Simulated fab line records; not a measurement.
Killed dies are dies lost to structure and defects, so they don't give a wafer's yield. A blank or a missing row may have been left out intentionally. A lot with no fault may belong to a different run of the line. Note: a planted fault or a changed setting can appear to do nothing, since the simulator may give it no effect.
Which tool did it? + flow berkeley cmos170 + 21 wafers from 7 lots sampled at 2 of the route's 331 steps

## WHAT THE GAUGES READ, wafer by wafer
UCB170_GATE_CD_MEAS_12: the cd target is 350 nm.
| lot  | measured     | on        | cd nm (nm)        |
|------|--------------|-----------|-------------------|
| L589 | day 7 00:25  | cd sem-01 | 350.1 351.0 350.0 |
| L588 | day 7 00:44  | cd sem-01 | 349.7 348.7 349.0 |
| L591 | day 7 12:54  | cd sem-01 | 350.2 351.2 351.0 |
| L594 | day 8 04:29  | cd sem-02 | 354.0 355.2 354.1 |
| L600 | day 9 07:17  | cd sem-01 | 348.3 347.6 347.7 |
| L602 | day 9 17:07  | cd sem-01 | 350.9 351.9 351.3 |
| L608 | day 10 22:07 | cd sem-01 | 349.8 348.0 350.5 |

## WHAT TOOL EACH LOT RAN ON (gives the tool, then ch and the chambers of the sampled wafers, and finally the start)
| lot  | UCB170_GATE_SOFTBAKE_08           |
|------|-----------------------------------|
| L589 | litho track-03 ch 0, day 6 23:00  |
| L588 | litho track-01 ch 0, day 6 23:00  |
| L591 | litho track-04 ch 0, day 7 12:00  |
| L594 | litho track-04 ch 0, day 8 03:00  |
| L600 | litho track-01 ch 0, day 9 06:00  |
| L602 | litho track-01 ch 0, day 9 15:00  |
| L608 | litho track-04 ch 0, day 10 21:00 |
- UCB170_GATE_SOFTBAKE_08: time 60 s.

## THE ANSWER, worked out from the rows above alone
Rule: the usual values come from the lots themselves. Put in order of their means at a reading, lots are off if they are a third of the lots or fewer, leave a main group of 4 or more, and stand apart from it by a gap of 3 or more times the standard deviation of the main group's means; of several such gaps the widest counts. A main group whose means are all the same, to the digits that the tables above print for the reading, isn't used. A lot without any number at a reading at which 4 lots or more have one is off too. All remaining lots with rows at the step are treated as sound.
None of the lots is off at any reading shown; this tells nothing.

## WHAT WAS PUT IN BY THE SIMULATOR
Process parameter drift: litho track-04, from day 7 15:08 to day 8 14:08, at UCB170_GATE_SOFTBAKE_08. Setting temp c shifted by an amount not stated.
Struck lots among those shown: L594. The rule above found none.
